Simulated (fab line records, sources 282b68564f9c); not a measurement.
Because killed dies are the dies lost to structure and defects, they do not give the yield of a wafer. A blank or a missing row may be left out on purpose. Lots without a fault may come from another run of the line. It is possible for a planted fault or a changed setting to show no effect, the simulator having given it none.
Which tool did it? + flow ritCmos + 39 wafers from 13 lots sampled at 4 of the route's 202 steps

WHAT EACH GAUGE READ, for each wafer
RIT_NSD_TW_MEAS_10.
| lot  | measured    | on           | NSD_TW         |
|------|-------------|--------------|----------------|
| L329 | day 3 01:41 | filmMetro-01 | 3120 3121 3116 |
| L330 | day 3 04:40 | filmMetro-02 | 3139 3131 3133 |
| L332 | day 3 16:19 | filmMetro-03 | 3146 3144 3139 |
| L336 | day 4 13:19 | filmMetro-01 | 3083 3094 3091 |
| L337 | day 4 16:40 | filmMetro-01 | 3088 3108 3078 |
| L338 | day 4 20:34 | filmMetro-03 | 3116 3123 3111 |
| L339 | day 5 05:10 | filmMetro-01 | 3067 3075 3074 |
| L342 | day 5 17:32 | filmMetro-01 | 3062 3074 3085 |
| L346 | day 6 13:28 | filmMetro-03 | 3139 3132 3165 |
| L348 | day 7 02:34 | filmMetro-02 | 3134 3128 3140 |
| L349 | day 7 04:52 | filmMetro-01 | 3085 3091 3113 |
| L350 | day 7 08:52 | filmMetro-01 | 3112 3102 3112 |
| L351 | day 7 14:11 | filmMetro-03 | 3138 3138 3139 |

RIT_M1_RS_MEAS_01: uses a four-point probe to measure.
| lot  | measured    | on           | M1_AL_RS (ohm/sq)    |
|------|-------------|--------------|----------------------|
| L329 | day 3 07:37 | filmMetro-02 | 0.0767 0.0773 0.0763 |
| L330 | day 3 10:27 | filmMetro-03 | 0.0752 0.0756 0.0756 |
| L332 | day 3 21:56 | filmMetro-03 | 0.0742 0.0744 0.0752 |
| L336 | day 4 19:03 | filmMetro-03 | 0.0745 0.0746 0.0742 |
| L337 | day 4 22:37 | filmMetro-03 | 0.0753 0.0762 0.0766 |
| L338 | day 5 02:17 | filmMetro-02 | 0.0742 0.0746 0.0739 |
| L339 | day 5 10:52 | filmMetro-02 | 0.0766 0.0760 0.0755 |
| L342 | day 5 23:17 | filmMetro-03 | 0.0749 0.0762 0.0747 |
| L346 | day 6 19:13 | filmMetro-02 | 0.0755 0.0761 0.0755 |
| L348 | day 7 08:01 | filmMetro-03 | 0.0760 0.0756 0.0742 |
| L349 | day 7 10:20 | filmMetro-02 | 0.0744 0.0749 0.0762 |
| L350 | day 7 14:31 | filmMetro-01 | 0.0761 0.0765 0.0756 |
| L351 | day 7 20:03 | filmMetro-02 | 0.0758 0.0754 0.0760 |

WHAT TOOL EACH LOT RAN ON (gives the tool, then ch and the chambers of the sampled wafers, and finally the start)
| lot  | RIT_PWELL_SOFTBAKE_02           | RIT_SDANNEAL_CLEAN_01         |
|------|---------------------------------|-------------------------------|
| L329 | lithoTrack-02 ch 0, day 1 22:29 | wetBench-04 ch 2, day 3 03:35 |
| L330 | lithoTrack-03 ch 0, day 2 02:31 | wetBench-04 ch 2, day 3 06:26 |
| L332 | lithoTrack-04 ch 0, day 2 13:43 | wetBench-03 ch 3, day 3 18:05 |
| L336 | lithoTrack-02 ch 0, day 3 09:07 | wetBench-02 ch 3, day 4 14:59 |
| L337 | lithoTrack-04 ch 0, day 3 13:19 | wetBench-03 ch 3, day 4 18:31 |
| L338 | lithoTrack-04 ch 0, day 3 18:29 | wetBench-02 ch 0, day 4 22:13 |
| L339 | lithoTrack-03 ch 0, day 4 00:49 | wetBench-02 ch 2, day 5 06:56 |
| L342 | lithoTrack-03 ch 0, day 4 14:56 | wetBench-03 ch 1, day 5 19:19 |
| L346 | lithoTrack-04 ch 0, day 5 10:59 | wetBench-03 ch 3, day 6 15:14 |
| L348 | lithoTrack-02 ch 0, day 5 22:01 | wetBench-03 ch 2, day 7 04:13 |
| L349 | lithoTrack-02 ch 0, day 6 03:01 | wetBench-02 ch 0, day 7 06:31 |
| L350 | lithoTrack-02 ch 0, day 6 07:40 | wetBench-02 ch 1, day 7 10:38 |
| L351 | lithoTrack-04 ch 0, day 6 12:04 | wetBench-03 ch 0, day 7 15:56 |
- RIT_PWELL_SOFTBAKE_02: time 61.31 s.
- RIT_SDANNEAL_CLEAN_01: cleans in dHF, time 30 s.

AS READ BY THE TOOLS THEMSELVES (means over the sampled wafers that have a number; for cases with no such wafer, the mark the record gives instead)
RIT_PWELL_SOFTBAKE_02.
| lot  | tool          | plateSensorTCentreC (C) | plateSensorTEdgeC (C) |
|------|---------------|-------------------------|-----------------------|
| L329 | lithoTrack-02 | 90.966                  | 91.013                |
| L330 | lithoTrack-03 | 90.977                  | 91.025                |
| L332 | lithoTrack-04 | 90.968                  | 91.035                |
| L336 | lithoTrack-02 | 90.974                  | 91.011                |
| L337 | lithoTrack-04 | 90.974                  | 91.021                |
| L338 | lithoTrack-04 | 90.979                  | 91.022                |
| L339 | lithoTrack-03 | 90.971                  | 91.022                |
| L342 | lithoTrack-03 | 90.960                  | 91.020                |
| L346 | lithoTrack-04 | 90.973                  | 91.011                |
| L348 | lithoTrack-02 | 90.967                  | 91.024                |
| L349 | lithoTrack-02 | 90.974                  | 91.015                |
| L350 | lithoTrack-02 | 90.970                  | 91.017                |
| L351 | lithoTrack-04 | 90.972                  | 91.026                |

RIT_SDANNEAL_CLEAN_01.
| lot  | tool        | runLengthS (s) |
|------|-------------|----------------|
| L329 | wetBench-04 | 61.9           |
| L330 | wetBench-04 | 55.2           |
| L332 | wetBench-03 | 56.3           |
| L336 | wetBench-02 | 55.8           |
| L337 | wetBench-03 | 56.9           |
| L338 | wetBench-02 | 62.4           |
| L339 | wetBench-02 | 62.2           |
| L342 | wetBench-03 | 62.1           |
| L346 | wetBench-03 | 56.0           |
| L348 | wetBench-03 | 182.4          |
| L349 | wetBench-02 | 56.9           |
| L350 | wetBench-02 | 56.3           |
| L351 | wetBench-03 | 56.5           |

THE ANSWER, worked out from the rows above alone
Rule: the lots themselves supply what counts as usual. Put in order of their means at a reading, lots are off if they are a third of the lots or fewer, leave a main group of 4 or more, and stand apart from it by a gap of 3 or more times the standard deviation of the main group's means; of several such gaps the widest counts. If all means in a main group match to the digits the tables above print for the reading, that group is not used. Also off: a lot with no number at a reading for which 4 or more lots have one. All remaining lots with rows at the step are treated as sound. First the gauges in route order, then the tools' own readings, where a lot's mean is used as printed above. At the first step where some lot is off, the reading lying furthest off is the one used; lots without a number count as furthest.
Off at RIT_SDANNEAL_CLEAN_01 (runLengthS): L348. The main group has a mean of 58.2 s with a standard deviation of 2.8.
If a tool, at that step or one of the process steps before it, ran each lot that is off and ran no sound lot following the first of them, it fits. Of those tried, none fits.

WHAT THE SIMULATOR HAD PUT IN
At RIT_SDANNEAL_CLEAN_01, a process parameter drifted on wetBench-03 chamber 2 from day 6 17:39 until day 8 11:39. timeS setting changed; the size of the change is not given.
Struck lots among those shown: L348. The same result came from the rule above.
